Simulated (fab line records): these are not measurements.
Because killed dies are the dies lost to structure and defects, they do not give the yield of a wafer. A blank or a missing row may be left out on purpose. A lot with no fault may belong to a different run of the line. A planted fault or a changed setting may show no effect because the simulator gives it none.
Comparing a struck lot with a sound one + flow ritCmos + 17 out of 202 route steps
Sound: the wafers L973.1, L973.2, L973.6. Struck: wafers L987.2, L987.3, L987.5. The cause is named last.
Per side, at each step with rows, come the tool, then ch with its chambers, and then its first start. Under that, the readings that differ: sound wafers + struck wafers + difference of the means + sigmas: that difference in standard deviations of wafers without a fault.
alike: words and numbers the same on both sides, and readings whose means are apart by under 2 such deviations; not compared: readings that were withheld, readings missing a value for some wafer, numbers with overlapping values and no deviation given by the record, and bounds like >300 which may hide the same value.
The two part at a step that has a row with sigmas, a row that says differs or no value, or rows on one side only. When numbers do not overlap yet have no deviation, they are printed without sigmas and do not part them. A reading missing from all wafers of one side parts the sides only when that side holds two or more wafers.

first, 1 step without rows for these wafers: RIT_PRETRO_DEVELOP_05 (develop time 68 s).
RIT_PRETRO_OVL_MEAS_06:
  sound on overlay-02 at day 3 08:07; struck on overlay-01 at day 6 06:39
  alike: PRETRO_OVL
then, 2 steps without rows for these wafers: RIT_PRETRO_HARDBAKE_07 (time 120 s); RIT_PRETRO_IMPLANT_08.
RIT_PRETRO_STRIP_09: strips in O2, time 180 s.
  sound on plasmaAsher-02 ch 0,1, day 3 08:34; struck on plasmaAsher-01 ch 0,1, day 6 07:05
  alike: drypumpMotorCurrentA
  not compared: rfHoursCounterH
RIT_PRETRO_TW_MEAS_10:
  sound on filmMetro-03 at day 3 08:44; struck on filmMetro-03 at day 6 07:16
  alike: PRETRO_TW
then, 5 steps without rows for these wafers: RIT_GATE_WET_ETCH_00 (etches SiO2 in BOE, target depth 56 nm, time 60 s); RIT_GATE_CLEAN_01 (cleans in SC1, time 600 s); RIT_GATE_CLEAN_02 (cleans in dHF, time 30 s); RIT_GATE_CLEAN_03 (cleans in SC2, time 600 s); RIT_GATE_CLEAN_04 (cleans in dHF, time 60 s).
RIT_FOX2_THK_MEAS_91:
  sound on filmMetro-01 at day 3 09:17; struck on filmMetro-03 at day 6 07:46
| reading                     | sound       | struck      | difference | sigmas |
|-----------------------------|-------------|-------------|------------|--------|
| FIELD_OXIDE_LEFT_2_THK (nm) | 267 266 262 | 249 251 251 | -15        | -2     |
RIT_GATE_OXIDATION_05: target thk 3 nm, ox time 270 s.
  sound on furnace-02 ch 0, day 3 09:34; struck on furnace-02 ch 0, day 6 07:49
| reading                                    | sound             | struck            | difference | sigmas |
|--------------------------------------------|-------------------|-------------------|------------|--------|
| oxTimeS (s)                                | 270 270 270       | 391.5 391.5 391.5 | +121.5     |        |
| model.SiO2_of_GATE_OXIDATION_05.thkNm (nm) | 2.989 2.974 2.978 | 4.104 4.015 4.034 | +1.071     |        |
  alike: oxTempCMax, tube_center_temp_C_max
then, 1 step without rows for these wafers: RIT_GATE_ANNEAL_06 (time 600 s).
RIT_GATE_THK_MEAS_07:
  sound on filmMetro-03 at day 3 10:53; struck on filmMetro-01 at day 6 09:09
| reading             | sound          | struck         | difference | sigmas |
|---------------------|----------------|----------------|------------|--------|
| GATE_OXIDE_THK (nm) | 3.00 2.95 2.95 | 4.05 4.05 4.03 | +1.08      | +20    |
then, 1 step without rows for these wafers: RIT_GATE_CVD_08 (deposits poly-Si from SiH4, target thk 250 nm, time 2220 s).
RIT_M1_PROBE_99:
  sound on prober-02 at day 4 11:11; struck on prober-02 at day 7 15:38
| reading                          | sound             | struck            | difference | sigmas |
|----------------------------------|-------------------|-------------------|------------|--------|
| model.etest.pmos_0p3.rOnOhmUm    | 6232 6110 6165    | 8339 8104 8011    | +1982      |        |
| model.etest.pmosTurned.rOnOhmUm  | 3316 3222 3228    | 4103 3967 3911    | +738       |        |
| model.etest.pmos_0p15.rOnOhmUm   | 2741 2632 2651    | 3353 3202 3136    | +556       |        |
| model.etest.nmos_0p3.rOnOhmUm    | 2182 2102 2142    | 2793 2702 2670    | +580       |        |
| model.etest.nmos_0p15.rOnOhmUm   | 1134 1107 1102    | 1301 1243 1242    | +148       |        |
| model.etest.nmos_0p15.driveUaUm  | 470.6 471.4 473.4 | 359.6 378.5 378.9 | -99.5      |        |
| model.etest.nmosNarrow.driveUaUm | 217.1 221.5 219.4 | 140.4 146.1 143.3 | -76.1      |        |
| model.etest.nmos_0p3.driveUaUm   | 222.9 228.6 224.4 | 144 150.2 148.3   | -78        |        |
  alike: killedAtFrontEnd, killedDies, killedOpen, killedShort

== WHERE THEY PART ==
First at RIT_FOX2_THK_MEAS_91; last, within this record, at RIT_GATE_THK_MEAS_07. Later steps at which nothing parts them and some readings are alike: RIT_M1_PROBE_99.

WHY: what had been put in by the simulator
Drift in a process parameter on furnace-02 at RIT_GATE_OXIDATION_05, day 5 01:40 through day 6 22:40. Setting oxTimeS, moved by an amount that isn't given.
